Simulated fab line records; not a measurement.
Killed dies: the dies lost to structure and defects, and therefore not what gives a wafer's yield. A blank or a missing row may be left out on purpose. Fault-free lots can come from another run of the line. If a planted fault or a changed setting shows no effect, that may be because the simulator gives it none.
Tool commonality check / flow berkeley cmos170 / Sample size 14 lots and 42 wafers

## REASON IT WAS OPENED
On 2 of the 14 lots, a flag is raised at UCB170_M2_CD_MEAS_90 on the reading cd nm. Fault-free wafers read 699.5 nm, with a standard deviation of 2.8.
Rule: flag the lot when none of its wafers has a number, or when each of its wafers that has one lies beyond 4 standard deviations from that mean. The rest of the lots are taken to be sound.

lot=L184; measured=day 8 06:08; on=cd sem-01; cd nm (nm), wafer by wafer=700.8 697.3 696.2; flag=
lot=L183; measured=day 8 18:17; on=cd sem-02; cd nm (nm), wafer by wafer=697.9 702.9 701.4; flag=
lot=L186; measured=day 8 20:41; on=cd sem-01; cd nm (nm), wafer by wafer=694.0 697.4 696.2; flag=
lot=L187; measured=day 9 19:41; on=cd sem-02; cd nm (nm), wafer by wafer=695.2 699.2 695.9; flag=
lot=L190; measured=day 10 08:54; on=cd sem-02; cd nm (nm), wafer by wafer=700.1 699.8 700.4; flag=
lot=L189; measured=day 10 10:19; on=cd sem-02; cd nm (nm), wafer by wafer=692.1 697.8 694.1; flag=
lot=L188; measured=day 10 13:25; on=cd sem-02; cd nm (nm), wafer by wafer=701.1 701.2 702.2; flag=
lot=L197; measured=day 12 01:43; on=cd sem-01; cd nm (nm), wafer by wafer=683.1 682.7 684.9; flag=FLAGGED
lot=L199; measured=day 12 11:58; on=cd sem-01; cd nm (nm), wafer by wafer=701.1 698.8 704.3; flag=
lot=L198; measured=day 12 12:18; on=cd sem-02; cd nm (nm), wafer by wafer=684.8 682.7 683.3; flag=FLAGGED
lot=L202; measured=day 12 23:58; on=cd sem-02; cd nm (nm), wafer by wafer=697.6 697.2 700.8; flag=
lot=L201; measured=day 13 03:41; on=cd sem-02; cd nm (nm), wafer by wafer=695.3 701.3 699.0; flag=
lot=L205; measured=day 13 08:12; on=cd sem-02; cd nm (nm), wafer by wafer=703.7 701.1 700.9; flag=
lot=L206; measured=day 13 22:42; on=cd sem-01; cd nm (nm), wafer by wafer=701.0 701.9 704.0; flag=
Average over the flagged lots: 683.6 nm; offset from the usual -15.9 nm, equal to -6 standard deviations.

## LOT BY LOT: THE TOOL USED
2 process steps preceding the reading are held in the record, out of 331 steps in the route. Read each cell as the tool, then ch plus the chambers that the sampled wafers visited, then the start.
lot=L184; flag=; UCB170_M2_METAL_ETCH_18=rie metal-02 ch 0,1, day 8 05:52; UCB170_M2_STRIP_19=plasma asher-03 ch 0,1, day 8 06:02
lot=L183; flag=; UCB170_M2_METAL_ETCH_18=rie metal-01 ch 0,1, day 8 18:01; UCB170_M2_STRIP_19=plasma asher-03 ch 0,1, day 8 18:11
lot=L186; flag=; UCB170_M2_METAL_ETCH_18=rie metal-03 ch 0,1, day 8 20:23; UCB170_M2_STRIP_19=plasma asher-01 ch 0,1, day 8 20:35
lot=L187; flag=; UCB170_M2_METAL_ETCH_18=rie metal-01 ch 0,1, day 9 19:23; UCB170_M2_STRIP_19=plasma asher-03 ch 0,1, day 9 19:34
lot=L190; flag=; UCB170_M2_METAL_ETCH_18=rie metal-01 ch 0,1, day 10 08:37; UCB170_M2_STRIP_19=plasma asher-04 ch 0,1, day 10 08:48
lot=L189; flag=; UCB170_M2_METAL_ETCH_18=rie metal-03 ch 0,1, day 10 10:02; UCB170_M2_STRIP_19=plasma asher-03 ch 0,1, day 10 10:13
lot=L188; flag=; UCB170_M2_METAL_ETCH_18=rie metal-02 ch 0,1, day 10 13:07; UCB170_M2_STRIP_19=plasma asher-03 ch 0,1, day 10 13:19
lot=L197; flag=FLAGGED; UCB170_M2_METAL_ETCH_18=rie metal-01 ch 0,1, day 12 01:26; UCB170_M2_STRIP_19=plasma asher-04 ch 0,1, day 12 01:37
lot=L199; flag=; UCB170_M2_METAL_ETCH_18=rie metal-02 ch 0,1, day 12 11:40; UCB170_M2_STRIP_19=plasma asher-03 ch 0,1, day 12 11:51
lot=L198; flag=FLAGGED; UCB170_M2_METAL_ETCH_18=rie metal-01 ch 0,1, day 12 11:59; UCB170_M2_STRIP_19=plasma asher-04 ch 0,1, day 12 12:11
lot=L202; flag=; UCB170_M2_METAL_ETCH_18=rie metal-03 ch 0,1, day 12 23:40; UCB170_M2_STRIP_19=plasma asher-04 ch 0,1, day 12 23:52
lot=L201; flag=; UCB170_M2_METAL_ETCH_18=rie metal-03 ch 0,1, day 13 03:23; UCB170_M2_STRIP_19=plasma asher-03 ch 0,1, day 13 03:35
lot=L205; flag=; UCB170_M2_METAL_ETCH_18=rie metal-02 ch 1, day 13 07:55; UCB170_M2_STRIP_19=plasma asher-03 ch 0, day 13 08:06
lot=L206; flag=; UCB170_M2_METAL_ETCH_18=rie metal-02 ch 0,1, day 13 22:25; UCB170_M2_STRIP_19=plasma asher-01 ch 0, day 13 22:36
What is done by these steps:
- UCB170_M2_METAL_ETCH_18: etches Al in Cl2/BCl3, stops on SiO2, target depth 1170 nm, time 195 s.
- UCB170_M2_STRIP_19: strips in O2.
- UCB170_M2_CD_MEAS_90: target cd 700 nm.

## FLAGGED AGAINST TOTAL, ONE TOOL AT A TIME (gauges that did the reading follow at the end)
step=UCB170_M2_METAL_ETCH_18; tool=rie metal-01; lots run=5; flagged=2; share of the flagged lots=all; sound lots run after its first flagged lot=0
step=UCB170_M2_METAL_ETCH_18; tool=rie metal-02; lots run=5; flagged=0; share of the flagged lots=none; sound lots run after its first flagged lot=-
step=UCB170_M2_METAL_ETCH_18; tool=rie metal-03; lots run=4; flagged=0; share of the flagged lots=none; sound lots run after its first flagged lot=-
step=UCB170_M2_STRIP_19; tool=plasma asher-01; lots run=2; flagged=0; share of the flagged lots=none; sound lots run after its first flagged lot=-
step=UCB170_M2_STRIP_19; tool=plasma asher-03; lots run=8; flagged=0; share of the flagged lots=none; sound lots run after its first flagged lot=-
step=UCB170_M2_STRIP_19; tool=plasma asher-04; lots run=4; flagged=2; share of the flagged lots=all; sound lots run after its first flagged lot=1 (L202)
step=UCB170_M2_CD_MEAS_90; tool=cd sem-01; lots run=5; flagged=1; share of the flagged lots=some; sound lots run after its first flagged lot=2 (L199,L206)
step=UCB170_M2_CD_MEAS_90; tool=cd sem-02; lots run=9; flagged=1; share of the flagged lots=some; sound lots run after its first flagged lot=3 (L202,L201,L205)

## WHAT IS ALLOWED BY THE TABLE
In 2 table rows, all flagged lots were run: rie metal-01 (UCB170_M2_METAL_ETCH_18), plasma asher-04 (UCB170_M2_STRIP_19).
- rie metal-01 at UCB170_M2_METAL_ETCH_18: 2 of its 5 lots flagged. Last sound lot L190 at day 10 08:37, first flagged lot L197 at day 12 01:26; a fault beginning in between fits.
- plasma asher-04 at UCB170_M2_STRIP_19: 2 of its 4 lots flagged. Sound lots followed the first flagged one (L202) on it, something a lasting fault affecting the whole tool could not allow. Its own readings (oes product au) fall more than 4 standard deviations out on all wafers of the flagged lots.
Left over: one tool, rie metal-01 at UCB170_M2_METAL_ETCH_18.

## WHAT HAD BEEN PUT IN BY THE SIMULATOR
Process parameters drifting: rie metal-01 at UCB170_M2_METAL_ETCH_18, beginning at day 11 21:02. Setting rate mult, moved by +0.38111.
Lots struck among those shown: L197, L198. The same result came from the rule above.
